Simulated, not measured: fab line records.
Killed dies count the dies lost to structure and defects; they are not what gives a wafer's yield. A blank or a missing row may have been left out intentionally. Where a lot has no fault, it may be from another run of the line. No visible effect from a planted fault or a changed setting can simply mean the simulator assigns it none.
A lot that was struck, set against a sound lot -- flow rit-cmos -- 22 out of 202 route steps
Sound: the wafers L149.1, L149.5, L149.6. Struck: wafers L164.2, L164.5, L164.6. The cause is named last.
At each step with rows: each side's tool, then ch and its chambers, then its first start. Under that, the readings that differ: sound wafers -- struck wafers -- difference of the means -- sigmas: that difference in standard deviations of wafers without a fault.
alike: readings with means less than 2 such deviations apart, plus words and numbers identical on both sides. not compared: withheld readings, readings lacking a value on some wafer, bounds such as >300 that could conceal the same value, and numbers that have no deviation in the record and whose values overlap.
A row with sigmas, a row that says differs or no value, or rows on one side alone: a step with any of these is where the two part. Numbers that don't overlap but have no deviation are shown without sigmas and don't part them. A reading that every wafer of one side lacks parts them only if that side has two wafers or more.

first, 2 steps without rows for these wafers: RIT_NSD_HARDBAKE_07 (time 60 s); RIT_NSD_IMPLANT_08.
RIT_NSD_STRIP_09: strips in O2, time 180 s.
  sound on plasma-asher-02 ch 0,1, day 4 06:57; struck on plasma-asher-04 ch 0,1, day 6 20:33
  alike: drypump-motor-current-A
  not compared: rf-hours-counter-h
RIT_NSD_TW_MEAS_10:
  struck on film-metro-04, day 6 20:44; sound on film-metro-04, day 4 07:07
  alike: NSD_TW
then, 6 steps without rows for these wafers: RIT_PSD_HMDS_00 (prime time 60 s); RIT_PSD_COAT_01 (resist thk 1000 nm); RIT_PSD_SOFTBAKE_02 (time 60 s); RIT_PSD_EXPOSE_03 (exposes mask M10, target cd 40900 nm); RIT_PSD_PEB_04; RIT_PSD_DEVELOP_05 (develop time 50 s).
RIT_PSD_OVL_MEAS_06:
  struck on overlay-01, day 6 21:46; sound on overlay-02, day 4 08:39
  alike: PSD_OVL
then, 1 step without rows for these wafers: RIT_PSD_HARDBAKE_07 (time 60 s).
RIT_PSD_IMPLANT_08:
  sound on implanter-03 ch 0, day 4 09:02; struck on implanter-03 ch 0, day 6 21:58
reading,sound,struck,difference,sigmas
beam-energy-keV,27.008 27.013 26.988,36.437 36.443 36.437,+9.436,+99 or more
model.implant.rp-nm (nm),21.67 21.67 21.67,28.55 28.55 28.55,+6.88,
model.implant.drp-nm (nm),12.05 12.05 12.05,14.87 14.87 14.87,+2.82,
  alike: end-station-pressure-torr
RIT_PSD_STRIP_09: strips in O2, time 180 s.
  sound on plasma-asher-01 ch 0,1, day 4 09:11; struck on plasma-asher-03 ch 0,1, day 6 22:06
  alike: drypump-motor-current-A
  not compared: rf-hours-counter-h
RIT_PSD_TW_MEAS_10:
  struck on film-metro-02, day 6 22:17; sound on film-metro-02, day 4 09:22
reading,sound,struck,difference,sigmas
PSD_TW,3419 3407 3416,3715 3697 3695,+288,+19
then, 3 steps without rows for these wafers: RIT_SDANNEAL_CLEAN_00 (cleans in SC1, time 600 s); RIT_SDANNEAL_CLEAN_01 (cleans in dHF, time 30 s); RIT_SDANNEAL_CLEAN_02 (cleans in SC2, time 600 s).
RIT_SDANNEAL_RTA_03: time 5 s.
  sound on rtp-anneal-01 ch 0, day 4 09:47; struck on rtp-anneal-02 ch 0, day 6 22:43
  alike: wafer_temp_C_max
RIT_SDANNEAL_RS_MEAS_04: uses a four-point probe to measure.
  struck on film-metro-04, day 6 22:47; sound on film-metro-03, day 4 09:50
reading,sound,struck,difference,sigmas
PSD_RS (ohm/sq),116.25 116.08 116.03,98.50 98.24 98.42,-17.73,-61
RIT_SDANNEAL_RS_MEAS_05: uses a four-point probe to measure.
  struck on film-metro-04, day 6 22:55; sound on film-metro-03, day 4 09:58
  alike: NSD_RS
RIT_M1_PROBE_99:
  struck on prober-02, day 7 07:00; sound on prober-01, day 4 17:42
reading,sound,struck,difference,sigmas
model.etest.nwell-pinched.rs-ohm-sq,337 335.7 334.5,341.1 339.4 345.6,+6.3,
model.etest.contact-pplus.end-ohm-um,44.95 44.98 45.01,35.42 37.15 37.26,-8.37,
model.etest.diode-pplus-nwell.bv-v (V),6.546 6.501 6.561,6.979 6.988 6.931,+0.430,
model.etest.vpnp.gain,1.003 1.017 1.009,1.34 1.328 1.318,+0.32,
model.etest.diode-pplus-nwell.cj-ff-um2,1.73 1.733 1.733,1.56 1.562 1.538,-0.18,
model.etest.diode-pplus-comb.cj-ff-um2,2.018 2.024 2.023,1.869 1.87 1.866,-0.153,
model.etest.pmos_0p15.bv-v (V),5.649 5.632 5.671,5.771 5.786 5.74,+0.115,
model.etest.pmos_0p3.bv-v (V),5.648 5.632 5.671,5.764 5.779 5.736,+0.109,
  alike: killed-at-contacts, killed-at-front-end, killed-dies, killed-on-rim, killed-open, killed-short

## WHERE THEY PART
First at RIT_PSD_IMPLANT_08; last, within this record, at RIT_SDANNEAL_RS_MEAS_04. Later steps at which nothing parts them and some readings are alike: RIT_SDANNEAL_RS_MEAS_05, RIT_M1_PROBE_99.

WHY: whatever the simulator had introduced
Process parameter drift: implanter-03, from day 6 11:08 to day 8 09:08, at RIT_PSD_IMPLANT_08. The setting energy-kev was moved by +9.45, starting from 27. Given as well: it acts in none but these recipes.
